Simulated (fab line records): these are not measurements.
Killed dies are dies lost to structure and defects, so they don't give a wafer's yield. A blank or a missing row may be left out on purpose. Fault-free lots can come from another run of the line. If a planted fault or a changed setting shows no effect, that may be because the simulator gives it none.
Problem report, 8D (eight disciplines) form, completed by code + flow berkeley cmos170 + the parts of the form that need people (team, actions taken, sign-off) are left out

== 1. WHAT WENT WRONG ==
Mean of lamp power pct at UCB170_SILICIDE_RTA_04: 11.213 % across 6 wafers in 2 lots; on wafers with no fault it is 11.102 % (standard deviation 0.018). Measured from the usual mean, that is +6.2 standard deviations.
The step: time 15 s.
The first sign was on wafer L407.1 at day 8 08:25, on rtp anneal-01. At this step, 39 wafers from 13 lots have a number in the record. Rule for "out", or "out of limits": more than 4 standard deviations from the usual mean. The other wafers with a number count as sound.

== 2. WHAT IT IS AND WHAT IT IS NOT ==
| question                    | is                     | is not                                                                                             |
|-----------------------------|------------------------|----------------------------------------------------------------------------------------------------|
| which readings at this step | lamp power pct         | chamber o2 ppm, wafer_temp_C_max                                                                   |
| which lots                  | L407, L412             | L400, L401, L402, L403, L404, L415, L418, L420, L421, L422, L423                                   |
| which wafers of those lots  | all that have a number | -                                                                                                  |
| read on which tools         | rtp anneal-01          | rtp anneal-02                                                                                      |
| when                        | from day 8 08:25       | up to then (15 sound wafers); but 18 sound wafers of L415, L418, L420, L421, L422, L423 came after |

== 3. SUSPECTS, AND WHAT RULES EACH OUT ==
Counting: a tool at a process step up to the reading stays a suspect if it ran every lot that is out and no sound lot after the first of them.
- rtp anneal-01 at UCB170_SILICIDE_RTA_04 (time 15 s): ruled out as a lasting fault. Following L407 (day 8 08:25), the first lot on it that is out, the sound lots L421, L423 were run on it.
Left after counting: nothing in the record.

== 4. THE CAUSE (what the simulator had put in) ==
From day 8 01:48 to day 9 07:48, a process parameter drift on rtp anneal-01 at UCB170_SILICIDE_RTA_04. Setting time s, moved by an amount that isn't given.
Counting ruled it out, wrongly.

== 5. THE EFFECT CHAIN, in route order ==
One row per reading whose mean, taken over the struck wafers that have a number, lies over 3 standard deviations from the usual. Readings are gone through only where the record gives a usual standard deviation; hours: the median, over the lots, of the time from a lot's start at the first step in this table giving one to that lot's start at this step; sigmas: the change measured in usual standard deviations.
| hours | step                   | reading        | usual    | on struck wafers | change | sigmas |
|-------|------------------------|----------------|----------|------------------|--------|--------|
| 0     | UCB170_SILICIDE_RTA_04 | lamp power pct | 11.102 % | 11.213           | +0.111 | +6.2   |
It contains these process steps:
- UCB170_SILICIDE_RTA_04: time 15 s.
Later measuring or inspecting steps at which every struck wafer that the step has a row for has a number for every such reading, and none has moved that far: UCB170_CONTACT_OVL_MEAS_16.

== 6. WHAT WOULD HAVE CAUGHT IT SOONER ==
In this record the first reading out of limits was taken at day 8 08:25, 7 hours after the fault began at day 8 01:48.
